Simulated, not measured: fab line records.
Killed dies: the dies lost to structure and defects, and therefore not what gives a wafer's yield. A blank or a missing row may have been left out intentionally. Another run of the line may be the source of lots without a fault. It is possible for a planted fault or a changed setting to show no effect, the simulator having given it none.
One fault through the eyes of 2 desks || flow berkeley-cmos170 || each desk holds nothing but its own numbers, with what lay behind them at the end

== FROM THE METROLOGY DESK ==
What the gauges read for every lot (on any tool): the sampled wafers with a number, averaged. A lot is out of limits, marked OUT, if its mean lies more than 4 standard deviations from the usual mean; the brackets give that distance.
Columns: A = PVT_TW at UCB170_PVT_TW_MEAS_09, usual 503.1
{"lot": "L321", "first seen here": "day 6 02:21", "A": 500.5}
{"lot": "L322", "first seen here": "day 6 02:37", "A": 502.9}
{"lot": "L323", "first seen here": "day 6 08:32", "A": 502.5}
{"lot": "L324", "first seen here": "day 6 08:41", "A": 502.1}
{"lot": "L327", "first seen here": "day 7 06:35", "A": 505.1}
{"lot": "L329", "first seen here": "day 7 15:36", "A": 501.6}
{"lot": "L330", "first seen here": "day 7 23:53", "A": 505.9}
{"lot": "L334", "first seen here": "day 8 17:01", "A": 506.3}
{"lot": "L336", "first seen here": "day 9 04:11", "A": 500.3}
{"lot": "L337", "first seen here": "day 9 04:44", "A": 505.8}
{"lot": "L340", "first seen here": "day 9 20:01", "A": 500.4}
{"lot": "L338", "first seen here": "day 9 20:20", "A": 502.0}
{"lot": "L343", "first seen here": "day 10 07:02", "A": 504.1}
{"lot": "L341", "first seen here": "day 10 07:05", "A": 501.0}
{"lot": "L344", "first seen here": "day 10 14:38", "A": 499.9}
Result from this desk: across the 15 lots, nothing is out of limits.

== FOR THE TOOL OWNER'S DESK: cmp-02 ==
The tool's own readings at UCB170_V1_CMP_02 (polishes SiO2): means of the sampled wafers that have a number, for each lot that ran on this tool. A lot is out of limits, marked OUT, if its mean lies more than 4 standard deviations from the usual mean; the brackets give that distance.
Columns: A = motor-current-A at UCB170_V1_CMP_02, usual 15.7 A; B = platen-rpm at UCB170_V1_CMP_02, usual 60.00 rpm
{"lot": "L322", "first seen here": "day 7 17:28", "A": 15.9, "B": 59.98}
{"lot": "L323", "first seen here": "day 8 00:26", "A": 15.2, "B": 60.01}
{"lot": "L327", "first seen here": "day 9 00:43", "A": 14.3, "B": "54.00 (-99 or more) OUT"}
{"lot": "L329", "first seen here": "day 9 07:48", "A": 14.8, "B": "54.01 (-99 or more) OUT"}
{"lot": "L330", "first seen here": "day 9 20:52", "A": 15.7, "B": "54.04 (-99 or more) OUT"}
{"lot": "L341", "first seen here": "day 12 04:06", "A": 14.6, "B": 59.97}
{"lot": "L344", "first seen here": "day 12 04:24", "A": 14.6, "B": 60.02}
This desk's finding: out of limits on L327, L329, L330; first on L327, day 9 00:43 (platen-rpm at UCB170_V1_CMP_02). L322, L323, L341, L344 stayed within limits.

== TAKEN TOGETHER ==
An alarm could have come from the tool owner's desk at day 9 00:43, on L327, L329, L330.
The metrology desk saw nothing out of limits.
The metrology desk has L327, L329, L330 on record, within its limits.
On cmp-02, each named lot ran UCB170_V1_CMP_02.

== WHAT HAD BEEN PUT IN BY THE SIMULATOR ==
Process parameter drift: cmp-02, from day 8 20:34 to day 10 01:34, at UCB170_V1_CMP_02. A move of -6 in setting platen-rpm, from 60. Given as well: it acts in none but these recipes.
Lots struck among those shown: L327, L329, L330.
Time in hours from fault onset to the first out-of-limits reading at each desk: the tool owner's desk, 4.
